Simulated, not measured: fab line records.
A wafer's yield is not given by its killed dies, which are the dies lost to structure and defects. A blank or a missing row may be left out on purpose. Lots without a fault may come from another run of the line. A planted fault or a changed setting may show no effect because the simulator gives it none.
Which tool is to blame?    flow berkeley-cmos170    13 lots with 39 wafers sampled at 5 steps, on a route of 331 steps

== WHAT THE GAUGES READ, wafer by wafer ==
UCB170_PLDD_TW_MEAS_11.
lot   measured      on             PLDD_TW
L931  day 7 21:40   film-metro-02  1009 1014 1011
L934  day 8 09:53   film-metro-01  1021 1020 1010
L932  day 8 08:51   film-metro-01  1015 1015 1017
L933  day 8 10:02   film-metro-03  996 995 998
L935  day 9 11:43   film-metro-02  1003 1003 1005
L937  day 9 22:42   film-metro-03  989 995 990
L939  day 9 22:36   film-metro-03  995 997 988
L940  day 9 22:43   film-metro-02  1007 1006 1000
L942  day 10 14:31  film-metro-02  1008 1004 1011
L944  day 11 00:52  film-metro-03  995 965 970 994 966 967
L945  day 10 13:40  film-metro-03  989 993 993
L949  day 11 10:25  film-metro-02  1004 1004 1001
L950  day 11 19:23  film-metro-02  1006 1005 1005

UCB170_NLDD_CD_MEAS_06: target cd 1200 nm.
lot   measured      on         cd-nm (nm)
L931  day 7 22:53   cd-sem-01  1199.6 1199.5 1199.3
L934  day 8 11:36   cd-sem-02  1197.7 1197.7 1197.7
L932  day 8 11:21   cd-sem-01  1199.7 1199.6 1200.7
L933  day 8 11:36   cd-sem-01  1201.6 1201.3 1200.5
L935  day 9 12:48   cd-sem-01  1200.1 1201.4 1200.2
L937  day 10 00:43  cd-sem-02  1198.1 1199.5 1199.0
L939  day 10 00:25  cd-sem-01  1201.5 1203.5 1200.8
L940  day 10 00:56  cd-sem-01  1201.6 1203.4 1202.7
L942  day 10 15:41  cd-sem-02  1202.4 1203.4 1202.5
L944  day 11 05:47  cd-sem-02  1199.6 1199.7 1200.0
L945  day 10 14:54  cd-sem-02  1197.9 1198.2 1197.7
L949  day 11 12:36  cd-sem-01  1198.4 1200.0 1199.8
L950  day 11 20:44  cd-sem-01  1199.1 1200.7 1200.8

UCB170_CONTACT_OVL_MEAS_16.
lot   measured      on          CONTACT_OVL (nm)
L931  day 8 17:56   overlay-01  -3 -10 1
L934  day 9 09:12   overlay-02  -14 -3 -5
L932  day 9 05:18   overlay-02  -1 -2 -6
L933  day 9 05:30   overlay-01  1 -4 0
L935  day 10 05:18  overlay-01  -5 -5 5
L937  day 10 18:49  overlay-01  -3 -5 2
L939  day 10 18:19  overlay-01  1 0 -2
L940  day 10 20:38  overlay-01  6 3 5
L942  day 11 14:32  overlay-01  -5 -2 -6
L944  day 11 22:17  overlay-01  -6 3 6
L945  day 11 14:25  overlay-02  2 7 -2
L949  day 12 10:29  overlay-01  1 3 4
L950  day 12 14:02  overlay-01  -4 -5 -7

== TOOL THAT RAN EACH LOT (tool first, then ch and the chambers of the sampled wafers, then the start) ==
lot   UCB170_ZERO_ETCH_06                UCB170_PLDD_IMPLANT_08
L931  rie-diel-03 ch 2,3, day 2 18:00    implanter-03 ch 0, day 7 21:16
L934  rie-diel-04 ch 0,1,3, day 3 01:56  implanter-03 ch 0, day 8 09:10
L932  rie-diel-02 ch 0,2, day 3 02:01    implanter-04 ch 0, day 8 08:28
L933  rie-diel-03 ch 0,2,3, day 3 02:16  implanter-02 ch 0, day 8 09:29
L935  rie-diel-02 ch 0,1,3, day 3 12:57  implanter-04 ch 0, day 9 11:19
L937  rie-diel-02 ch 0,1, day 4 04:54    implanter-03 ch 0, day 9 22:19
L939  rie-diel-02 ch 0,2,3, day 4 17:04  implanter-04 ch 0, day 9 22:12
L940  rie-diel-03 ch 0,1, day 4 17:19    implanter-02 ch 0, day 9 22:19
L942  rie-diel-02 ch 2,3, day 5 00:41    implanter-03 ch 0, day 10 14:07
L944  rie-diel-04 ch 0,1,2, day 5 15:10  implanter-04 ch 0, day 11 00:28
L945  rie-diel-02 ch 0,2,3, day 5 15:27  implanter-02 ch 0, day 10 13:16
L949  rie-diel-04 ch 0,1,3, day 6 07:40  implanter-03 ch 0, day 11 10:02
L950  rie-diel-03 ch 1,3, day 6 18:08    implanter-02 ch 0, day 11 19:00
- UCB170_ZERO_ETCH_06: etches SiO2 in CHF3/CF4/Ar, time 12 s.
- UCB170_PLDD_IMPLANT_08

== AS READ BY THE TOOLS THEMSELVES (means over the sampled wafers that have a number; for cases with no such wafer, the mark the record gives instead) ==
UCB170_ZERO_ETCH_06.
lot   tool         drypump-motor-current-A (A)  oes-product-au (a.u.)  throttle-valve-pct (%)
L931  rie-diel-03  5.6                          0.623                  9.43
L934  rie-diel-04  5.9                          0.618                  9.43
L932  rie-diel-02  6.0                          0.620                  9.04
L933  rie-diel-03  5.6                          0.621                  9.31
L935  rie-diel-02  5.4                          0.621                  9.20
L937  rie-diel-02  5.2                          0.623                  9.16
L939  rie-diel-02  5.9                          0.623                  9.11
L940  rie-diel-03  5.1                          0.624                  9.19
L942  rie-diel-02  6.1                          0.623                  9.17
L944  rie-diel-04  5.7                          0.612                  9.28
L945  rie-diel-02  5.9                          0.618                  9.12
L949  rie-diel-04  5.9                          0.615                  9.44
L950  rie-diel-03  5.4                          0.625                  9.42

UCB170_PLDD_IMPLANT_08.
lot   tool          beam-on-s (s)
L931  implanter-03  10.04
L934  implanter-03  9.99
L932  implanter-04  9.95
L933  implanter-02  9.74
L935  implanter-04  9.84
L937  implanter-03  10.02
L939  implanter-04  10.01
L940  implanter-02  9.66
L942  implanter-03  9.88
L944  implanter-04  9.75
L945  implanter-02  9.79
L949  implanter-03  10.02
L950  implanter-02  10.15

== THE ANSWER, worked out from the rows above alone ==
Rule: usual is defined by the lots themselves. Put in order of their means at a reading, lots are off if they are a third of the lots or fewer, leave a main group of 4 or more, and stand apart from it by a gap of 3 or more times the standard deviation of the main group's means; of several such gaps the widest counts. A main group whose means are all the same, to the digits that the tables above print for the reading, isn't used. A lot without any number at a reading at which 4 lots or more have one is off too. The other lots that the step has rows for count as sound. The gauges are gone through in route order, then the tools' own readings, and for those a lot's mean is taken as printed above. The first step at which some lot is off is used, and at that step the reading that is off furthest; a lot without a number counts as furthest.
Across all readings shown, no lot is off: no conclusion can be drawn from this.

== WHAT THE SIMULATOR HAD INSERTED ==
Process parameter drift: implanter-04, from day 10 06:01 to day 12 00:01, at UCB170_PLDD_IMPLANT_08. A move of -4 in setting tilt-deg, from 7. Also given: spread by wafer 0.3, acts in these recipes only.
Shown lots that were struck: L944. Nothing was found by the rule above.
